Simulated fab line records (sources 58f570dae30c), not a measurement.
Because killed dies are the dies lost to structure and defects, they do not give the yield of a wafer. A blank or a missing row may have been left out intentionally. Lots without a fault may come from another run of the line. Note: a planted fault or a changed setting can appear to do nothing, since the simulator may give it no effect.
Matching of chambers + flow berkeley-cmos170 + 4 sister chambers for UCB170_V2_CMP_02 on cmp-02
The step polishes SiO2. 8 wafers are shown with their chamber, then 8 later ones without.

## WAFERS PAIRED WITH THEIR CHAMBERS
| wafer  | chamber | motor-current-A (A) |
|--------|---------|---------------------|
| L331.6 | 0       | 20.1                |
| L344.5 | 2       | 17.1                |
| L345.2 | 2       | 16.5                |
| L345.4 | 1       | 14.1                |
| L347.2 | 3       | 17.5                |
| L347.3 | 1       | 14.5                |
| L347.4 | 0       | 20.7                |
| L349.2 | 3       | 17.9                |

## WAFERS MISSING THEIR CHAMBER
| wafer  | motor-current-A (A) |
|--------|---------------------|
| L349.3 | 15.7                |
| L349.4 | 13.7                |
| L351.2 | 18.8                |
| L351.3 | 17.2                |
| L351.6 | 18.5                |
| L353.1 | 17.5                |
| L353.3 | 16.5                |
| L353.5 | 13.9                |

## CHAMBER TAKEN BY EACH
| wafer  | from the rows above     | in truth                   |
|--------|-------------------------|----------------------------|
| L349.3 | can't be placed: 2 or 1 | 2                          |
| L349.4 | 1                       | 1                          |
| L351.2 | can't be placed: 3 or 0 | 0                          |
| L351.3 | can't be placed: 2 or 3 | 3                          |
| L351.6 | 3                       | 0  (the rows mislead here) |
| L353.1 | can't be placed: 3 or 2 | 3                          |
| L353.3 | 2                       | 2                          |
| L353.5 | 1                       | 1                          |
Correct placement for 3 of the 8. These rows do not allow placing 4 (true chamber among the candidates in 4). Number placed wrongly: 1.
How it was worked out, from the rows above alone: a wafer's distance from a chamber is the root of the sum, over the readings, of the square of ((its reading less the chamber's mean) divided by the reading's scatter). The wafer belongs to the nearest chamber; if the next one is less than 2 further off, it can't be placed. For every chamber, the mean is computed from those of its wafers that are shown. The scatter: the root of (the sum of the squares of (reading less its chamber's mean) over the shown wafers, divided by (wafers less chambers)).
